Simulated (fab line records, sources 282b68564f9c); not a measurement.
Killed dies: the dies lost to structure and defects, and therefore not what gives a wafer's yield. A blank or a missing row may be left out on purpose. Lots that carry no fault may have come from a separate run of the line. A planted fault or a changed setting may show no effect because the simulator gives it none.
Split-lot experiment + flow rit cmos + on a route of 202 steps: 5 lots, 23 wafers read

## THE SPLIT ITSELF
At RIT_ACTIVE_OXIDATION_01 (target thk 46.8 nm, ox time 3360 s), the setting ox time s was moved away from the recipe's 3360 s on 10 of the 23 wafers read, by -7.0% to -6.1%. For the rest of the wafers, this setting stayed at what the recipe calls for.

Reading taken at the split's own step.

## THE READING
SiO2_of_ACTIVE_OXIDATION_01.thk nm (the simulator's own value, which no gauge read), in nm, at RIT_ACTIVE_OXIDATION_01 (target thk 46.8 nm, ox time 3360 s). There is no usual value for it anywhere in the file. Here, 13 wafers ran the recipe; their average is 47.69 nm with a standard deviation of 0.41 nm.

| wafer  | tool, chamber at the split | ox time s as run, s | against the recipe | SiO2_of_ACTIVE_OXIDATION_01.thk nm, nm | against lot-mates on the recipe |
|--------|----------------------------|---------------------|--------------------|----------------------------------------|---------------------------------|
| L074.1 | -, -                       | 3360                | recipe             | 47.48                                  | -                               |
| L074.2 | -, -                       | 3360                | recipe             | 47.9                                   | -                               |
| L074.4 | -, -                       | 3360                | recipe             | 47.71                                  | -                               |
| L074.5 | -, -                       | 3360                | recipe             | 47.98                                  | -                               |
| L074.6 | -, -                       | 3360                | recipe             | 47.68                                  | -                               |
| L075.1 | -, -                       | 3125                | -7.0%              | 45.36                                  | no lot-mate on the recipe       |
| L075.3 | -, -                       | 3125                | -7.0%              | 45.7                                   | no lot-mate on the recipe       |
| L075.4 | -, -                       | 3125                | -7.0%              | 45.07                                  | no lot-mate on the recipe       |
| L075.5 | -, -                       | 3125                | -7.0%              | 46.06                                  | no lot-mate on the recipe       |
| L075.6 | -, -                       | 3125                | -7.0%              | 46.09                                  | no lot-mate on the recipe       |
| L076.2 | furnace-03, 0              | 3360                | recipe             | 47.38                                  | -                               |
| L076.3 | furnace-03, 0              | 3360                | recipe             | 46.87                                  | -                               |
| L076.5 | furnace-03, 0              | 3360                | recipe             | 47.33                                  | -                               |
| L081.1 | -, -                       | 3156                | -6.1%              | 44.41                                  | no lot-mate on the recipe       |
| L081.2 | -, -                       | 3156                | -6.1%              | 44.73                                  | no lot-mate on the recipe       |
| L081.3 | -, -                       | 3156                | -6.1%              | 44.82                                  | no lot-mate on the recipe       |
| L081.5 | -, -                       | 3156                | -6.1%              | 44.18                                  | no lot-mate on the recipe       |
| L081.6 | -, -                       | 3156                | -6.1%              | 44.01                                  | no lot-mate on the recipe       |
| L084.1 | -, -                       | 3360                | recipe             | 47.99                                  | -                               |
| L084.2 | -, -                       | 3360                | recipe             | 47.92                                  | -                               |
| L084.3 | -, -                       | 3360                | recipe             | 48.06                                  | -                               |
| L084.4 | -, -                       | 3360                | recipe             | 48.45                                  | -                               |
| L084.6 | -, -                       | 3360                | recipe             | 47.19                                  | -                               |

FIT RESULTS
A straight line over all 23 wafers: SiO2_of_ACTIVE_OXIDATION_01.thk nm changes by +0.39 nm for each +1% of ox time s; r = +0.89; the points scatter about the line by 0.68 nm.
Too few moved wafers have a lot-mate on the recipe to fit a line with each lot's own level taken away.

## FILE'S OWN FIT
SiO2_of_ACTIVE_OXIDATION_01.thk nm changes by +0.39 nm for each +1% of ox time s, r = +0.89.
